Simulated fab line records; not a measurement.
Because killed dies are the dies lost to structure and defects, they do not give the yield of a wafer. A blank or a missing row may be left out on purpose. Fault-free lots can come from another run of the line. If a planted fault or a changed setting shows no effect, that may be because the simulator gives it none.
Problem report, 8D (eight disciplines) form, completed by code	flow berkeley_cmos170	the parts of the form that need people (team, actions taken, sign-off) are left out

== 1. THE ISSUE ==
spin_speed_rpm at UCB170_M3_COAT_05 reads a mean of 1531.8 rpm on 6 wafers of 2 lots; wafers without a fault read 1499.9 rpm with a standard deviation of 1. Measured from the usual mean, that is +32 standard deviations.
The step: resist thk 900 nm.
Earliest sighting: wafer L110.2 on litho_track-03 at day 9 06:36. The record holds 42 wafers of 14 lots with a number at this step. Rule for "out", or "out of limits": more than 4 standard deviations from the usual mean. The other wafers with a number count as sound.

== 2. WHAT IT IS; WHAT IT IS NOT ==
question	is	is not
which readings at this step	spin_speed_rpm	-
which lots	L109, L110	L103, L104, L105, L115, L116, L117, L119, L120, L122, L123, L124, L125
which wafers of those lots	all that have a number	-
read on which tools	litho_track-03	litho_track-02, litho_track-04
when	from day 9 06:36	up to then (9 sound wafers); but 27 sound wafers of L115, L116, L117, L119, L120, L122, L123, L124, L125 came after

== 3. WHAT RULES OUT EACH SUSPECT ==
Counting: a tool at a process step up to the reading stays a suspect if it ran every lot that is out and no sound lot after the first of them.
- litho_track-03 at UCB170_M3_COAT_05 (resist thk 900 nm): ruled out as a lasting fault. The sound lots L122, L124 went through it after L110, its earliest lot that is out (day 9 06:36).
Left after counting: nothing in the record.

== 4. THE CAUSE (what the simulator had put in) ==
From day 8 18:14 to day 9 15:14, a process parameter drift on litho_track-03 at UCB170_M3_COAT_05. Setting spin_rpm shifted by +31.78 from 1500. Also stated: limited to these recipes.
Counting ruled it out, wrongly.

== 5. SEQUENCE OF EFFECTS, ordered by route ==
One row per reading whose mean, taken over the struck wafers that have a number, lies over 3 standard deviations from the usual. Only readings whose record carries a usual standard deviation are examined. hours: median over the lots of the time between each lot's start at the first step of this table that gives one and its start at this step. sigmas: the change, counted in usual standard deviations.
hours	step	reading	usual	on struck wafers	change	sigmas
0	UCB170_M3_COAT_05	spin_speed_rpm	1499.9 rpm	1531.8	+31.9	+32
0	UCB170_M3_STRIP_07	strip_time_to_endpoint_s	22.02 s	21.80	-0.22	-3.2
Here are the process steps it includes:
- UCB170_M3_COAT_05: resist thk 900 nm.
- UCB170_M3_STRIP_07: strips in O2.
Later measuring or inspecting steps at which every struck wafer that the step has a row for has a number for every such reading, and none has moved that far: UCB170_M3_BOW_MEAS_20.

== 6. WHAT WOULD HAVE CAUGHT IT SOONER ==
In this record the first reading out of limits was taken at day 9 06:36, 12 hours after the fault began at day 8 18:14.
